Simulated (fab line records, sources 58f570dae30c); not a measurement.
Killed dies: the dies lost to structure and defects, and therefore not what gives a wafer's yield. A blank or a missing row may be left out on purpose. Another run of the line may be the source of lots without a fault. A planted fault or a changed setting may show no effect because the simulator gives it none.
Comparing a struck lot with a sound one ; flow berkeley_cmos170 ; 26 steps out of a route of 331
Sound: wafers L125.1, L125.2, L125.6. Wafers L129.2, L129.5, L129.6 were the ones struck. The cause is named last.
Per side, at each step with rows, come the tool, then ch with its chambers, and then its first start. Under that, the readings that differ: sound wafers ; struck wafers ; difference of the means ; sigmas: that difference in standard deviations of wafers without a fault.
alike: words and numbers the same on both sides, and readings whose means are apart by under 2 such deviations; not compared: readings that were withheld, readings missing a value for some wafer, numbers with overlapping values and no deviation given by the record, and bounds like >300 which may hide the same value.
Wherever a step has rows on one side only, a row that says differs or no value, or a row with sigmas, the two part there. Non-overlapping numbers with no deviation appear without sigmas and do not part them. A reading missing from all wafers of one side parts the sides only when that side holds two or more wafers.

first, 1 step without rows for these wafers: UCB170_PSD_IMPLANT_08.
UCB170_PSD_STRIP_09: strips in O2.
  sound on plasma_asher-04 ch 0,1, day 7 20:57; struck on plasma_asher-01 ch 0,1, day 8 14:28
  alike: chamber_pressure_mTorr, drypump_motor_current_A, oes_product_au, strip_time_to_endpoint_s
  not compared: rf_hours_counter_h
UCB170_PSD_TW_MEAS_10:
  struck on film_metro-02, day 8 14:35; sound on film_metro-03, day 7 21:03
  alike: PSD_TW
then, 7 steps without rows for these wafers: UCB170_PSD_CLEAN_11 (cleans in SPM, time 600 s); UCB170_NSD_HMDS_00 (prime time 60 s); UCB170_NSD_COAT_01 (resist thk 900 nm); UCB170_NSD_SOFTBAKE_02 (time 60 s); UCB170_NSD_EXPOSE_03 (exposes mask NSELECT MOD, target cd 1200 nm); UCB170_NSD_PEB_04; UCB170_NSD_DEVELOP_05 (develop time 45 s).
UCB170_NSD_CD_MEAS_06 targets a cd of 1200 nm.
  struck on cd_sem-01, day 8 15:48; sound on cd_sem-02, day 7 23:52
  alike: cd_nm
UCB170_NSD_OVL_MEAS_07:
  struck on overlay-01, day 8 15:54; sound on overlay-02, day 7 23:59
  alike: NSD_OVL
UCB170_NSD_IMPLANT_08:
  sound on implanter-03 ch 0, day 8 00:01; struck on implanter-03 ch 0, day 8 15:58
reading;sound;struck;difference;sigmas
beam_on_s (s);9.95 9.98 10.05;13.61 13.42 13.33;+3.46;+17
end_station_pressure_torr (Torr);1.28e-05 1.29e-05 1.26e-05;0.0001014 0.0001068 0.0001042;+0.0000914;+99 or more
faraday_current_uA;9259 9290 9237;7107 7163 7201;-2105;-11
UCB170_NSD_STRIP_09: strips in O2.
  sound on plasma_asher-01 ch 0,1, day 8 00:10; struck on plasma_asher-03 ch 0,1, day 8 16:05
reading;sound;struck;difference;sigmas
oes_product_au (a.u.);0.536 0.535 0.537;0.504 0.515 0.505;-0.028;-7
strip_time_to_endpoint_s (s);35.87 35.91 35.87;38.83 38.86 38.89;+2.98;+34
  alike: chamber_pressure_mTorr, drypump_motor_current_A
  not compared: rf_hours_counter_h
UCB170_NSD_TW_MEAS_10:
  struck on film_metro-02, day 8 16:11; sound on film_metro-01, day 8 00:16
  alike: NSD_TW
then, 4 steps without rows for these wafers: UCB170_NSD_CLEAN_11 (cleans in SPM, time 600 s); UCB170_BACKSIDE_HMDS_00 (prime time 60 s); UCB170_BACKSIDE_COAT_01 (resist thk 900 nm); UCB170_BACKSIDE_SOFTBAKE_02 (time 60 s).
UCB170_BACKSIDE_STRIP_03: strips in O2.
  sound on plasma_asher-02 ch 0,1, day 8 01:03; struck on plasma_asher-04 ch 0,1, day 8 16:52
  alike: chamber_pressure_mTorr, drypump_motor_current_A, oes_product_au, strip_time_to_endpoint_s
  not compared: rf_hours_counter_h
then, 1 step without rows for these wafers: UCB170_BACKSIDE_CLEAN_04 (cleans in SPM, time 600 s).
UCB170_SDANNEAL_RTA_00: time 10 s.
  sound on rtp_anneal-01 ch 0, day 8 01:20; struck on rtp_anneal-02 ch 0, day 8 17:16
reading;sound;struck;difference;sigmas
lamp_power_pct (%);27.1 27.0 27.1;26.1 26.0 26.0;-1.0;-2
  alike: wafer_temp_C_max
UCB170_SDANNEAL_RTA_01: time 5 s.
  sound on rtp_anneal-01 ch 0, day 8 01:23; struck on rtp_anneal-02 ch 0, day 8 17:20
reading;sound;struck;difference;sigmas
lamp_power_pct (%);41.8 41.8 41.7;40.2 40.2 40.2;-1.6;-2
  alike: wafer_temp_C_max
UCB170_SDANNEAL_RS_MEAS_02: measurement is done with a four-point probe.
  struck on film_metro-02, day 8 17:25; sound on film_metro-03, day 8 01:27
  alike: PSD_RS
UCB170_SDANNEAL_RS_MEAS_03: measurement is done with a four-point probe.
  struck on film_metro-02, day 8 17:53; sound on film_metro-03, day 8 01:34
reading;sound;struck;difference;sigmas
NSD_RS (ohm/sq);37.27 37.29 37.26;33.11 33.00 32.97;-4.25;-50
  not compared: hold
after that, 1 step had no rows for these wafers: UCB170_M3_PROBE_99.

## WHERE THEY PART
First at UCB170_NSD_IMPLANT_08; last, within this record, at UCB170_SDANNEAL_RS_MEAS_03.

WHY: whatever the simulator had introduced
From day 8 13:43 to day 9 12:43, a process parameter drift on implanter-03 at UCB170_NSD_IMPLANT_08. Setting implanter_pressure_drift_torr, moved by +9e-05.
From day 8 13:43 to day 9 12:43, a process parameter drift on implanter-03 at UCB170_NSD_IMPLANT_08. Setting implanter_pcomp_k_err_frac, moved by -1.
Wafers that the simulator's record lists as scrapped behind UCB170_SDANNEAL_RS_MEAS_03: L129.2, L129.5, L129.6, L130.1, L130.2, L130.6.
